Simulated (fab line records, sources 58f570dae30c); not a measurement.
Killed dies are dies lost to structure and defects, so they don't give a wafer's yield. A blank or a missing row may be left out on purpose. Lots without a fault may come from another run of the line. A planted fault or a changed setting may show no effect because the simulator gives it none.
Problem report in the 8D (eight disciplines) form, filled by code | flow berkeley_cmos170 | the parts of the form that need people (team, actions taken, sign-off) are left out

1. THE PROBLEM
run_length_s at UCB170_M1_METAL_ETCH_12 reads a mean of 149.54 s on 6 wafers of 2 lots; wafers without a fault read 158.42 s with a standard deviation of 0.24. That is -37 standard deviations from the usual mean.
The step: etches Al in Cl2/BCl3, stops on PSG, target depth 780 nm, time 130 s.
First seen on wafer L714.1, day 11 00:15, on rie_metal-03. The record holds 18 wafers of 6 lots with a number at this step. Rule for "out", or "out of limits": more than 4 standard deviations from the usual mean. The other wafers with a number count as sound.

2. WHAT IT IS AND WHAT IT IS NOT
question                    | is                     | is not
which readings at this step | run_length_s           | drypump_motor_current_A, throttle_valve_pct
which lots                  | L714, L716             | L705, L720, L723, L728
which wafers of those lots  | all that have a number | -
read on which tools         | rie_metal-03           | rie_metal-01, rie_metal-02
when                        | from day 11 00:15      | up to then (3 sound wafers); but 9 sound wafers of L720, L723, L728 came after

3. SUSPECTS, AND WHAT RULES EACH OUT
Counting: a tool at a process step up to the reading stays a suspect if it ran every lot that is out and no sound lot after the first of them.
- rie_metal-03 at UCB170_M1_METAL_ETCH_12 (etches Al in Cl2/BCl3, stops on PSG, target depth 780 nm, time 130 s): kept. It ran every lot that is out, first L714 (day 11 00:15), and no sound lot after that; its last sound lot up to then is L705 (day 8 15:13). Its own readings are out on those wafers: run_length_s.
Left after counting: rie_metal-03 at UCB170_M1_METAL_ETCH_12.

4. THE CAUSE (what the simulator had put in)
Process parameter drift: rie_metal-03, from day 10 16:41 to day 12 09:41, at UCB170_M1_METAL_ETCH_12. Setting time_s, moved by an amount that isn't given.
Counting left only this tool.

5. THE CHAIN OF EFFECTS, in route order
Each row: a reading whose mean over the struck wafers that have a number lies more than 3 standard deviations from the usual. Only readings for which the record gives a usual standard deviation are gone through. hours: the time from each lot's start at the first step in this table that gives one to its start at this step, as a median over the lots. sigmas: the change in usual standard deviations.
hours | step                    | reading        | usual      | on struck wafers | change | sigmas
0     | UCB170_M1_METAL_ETCH_12 | oes_product_au | 0.851 a.u. | 0.914            | +0.063 | +4.5
0     | UCB170_M1_METAL_ETCH_12 | run_length_s   | 158.42 s   | 149.54           | -8.88  | -37
The process steps in it:
- UCB170_M1_METAL_ETCH_12: etches Al in Cl2/BCl3, stops on PSG, target depth 780 nm, time 130 s.

6. WHAT WOULD HAVE CAUGHT IT SOONER
In this record the first reading out of limits was taken at day 11 00:15, 8 hours after the fault began at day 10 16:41.
